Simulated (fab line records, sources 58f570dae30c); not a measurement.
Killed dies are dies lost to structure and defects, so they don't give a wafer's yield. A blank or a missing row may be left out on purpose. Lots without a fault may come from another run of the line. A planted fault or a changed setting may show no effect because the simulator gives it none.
A struck lot beside a sound one | flow berkeley_cmos170 | 15 steps out of a route of 331
Sound: wafers L688.2, L688.4, L688.6. Struck: wafers L695.1, L695.3, L695.5. The cause comes at the end.
At each step with rows: each side's tool, then ch and its chambers, then its first start. Under that, the readings that differ: sound wafers | struck wafers | difference of the means | sigmas: that difference in standard deviations of wafers without a fault.
alike: readings whose means differ by less than 2 such deviations, and words and numbers that are the same on both sides. not compared: withheld readings, readings that some wafer has no value for, bounds like >300 that may hide the same value, and numbers for which the record gives no deviation and whose values overlap.
The two part at a step that has a row with sigmas, a row that says differs or no value, or rows on one side only. Numbers that don't overlap but have no deviation are shown without sigmas and don't part them. A reading that every wafer of one side lacks parts them only if that side has two wafers or more.

first, 1 step without rows for these wafers: UCB170_PLDD_IMPLANT_09.
UCB170_PLDD_STRIP_10: strips in O2.
  sound on plasma_asher-02 ch 0,1, day 8 10:35; struck on plasma_asher-04 ch 0,1, day 9 13:49
  alike: chamber_pressure_mTorr, drypump_motor_current_A, oes_product_au, strip_time_to_endpoint_s
  not compared: rf_hours_counter_h
UCB170_PLDD_TW_MEAS_11:
  sound on film_metro-02, day 8 10:42; struck on film_metro-01, day 9 13:55
  alike: PLDD_TW
then, 7 steps without rows for these wafers: UCB170_PLDD_CLEAN_12 (cleans in SPM, time 600 s); UCB170_NLDD_HMDS_00 (prime time 60 s); UCB170_NLDD_COAT_01 (resist thk 900 nm); UCB170_NLDD_SOFTBAKE_02 (time 60 s); UCB170_NLDD_EXPOSE_03 (exposes mask NSELECT, target cd 1200 nm); UCB170_NLDD_PEB_04; UCB170_NLDD_DEVELOP_05 (develop time 45 s).
UCB170_NLDD_CD_MEAS_06: target cd 1200 nm.
  sound on cd_sem-01, day 8 12:35; struck on cd_sem-01, day 9 15:13
  alike: cd_nm
UCB170_NLDD_OVL_MEAS_07:
  sound on overlay-01, day 8 12:41; struck on overlay-01, day 9 15:20
  alike: NLDD_OVL
UCB170_NLDD_IMPLANT_08:
  sound on implanter-03 ch 0, day 8 12:46; struck on implanter-03 ch 0, day 9 15:22
  reading                   | sound                | struck               | difference | sigmas
  beam_energy_keV           | 30.003 29.997 29.993 | 29.427 29.430 29.415 | -0.574     | -68
  model.implant.drp_nm (nm) | 9.611 9.611 9.611    | 9.476 9.476 9.476    | -0.135     |
then, 2 steps without rows for these wafers: UCB170_NLDD_IMPLANT_09; UCB170_M3_PROBE_99.

WHERE THEY PART
Only at UCB170_NLDD_IMPLANT_08, within this record.

WHY: what the simulator had put in
Process parameter drift: implanter-03, from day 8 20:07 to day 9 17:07, at UCB170_NLDD_IMPLANT_08. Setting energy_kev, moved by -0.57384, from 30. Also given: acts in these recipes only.
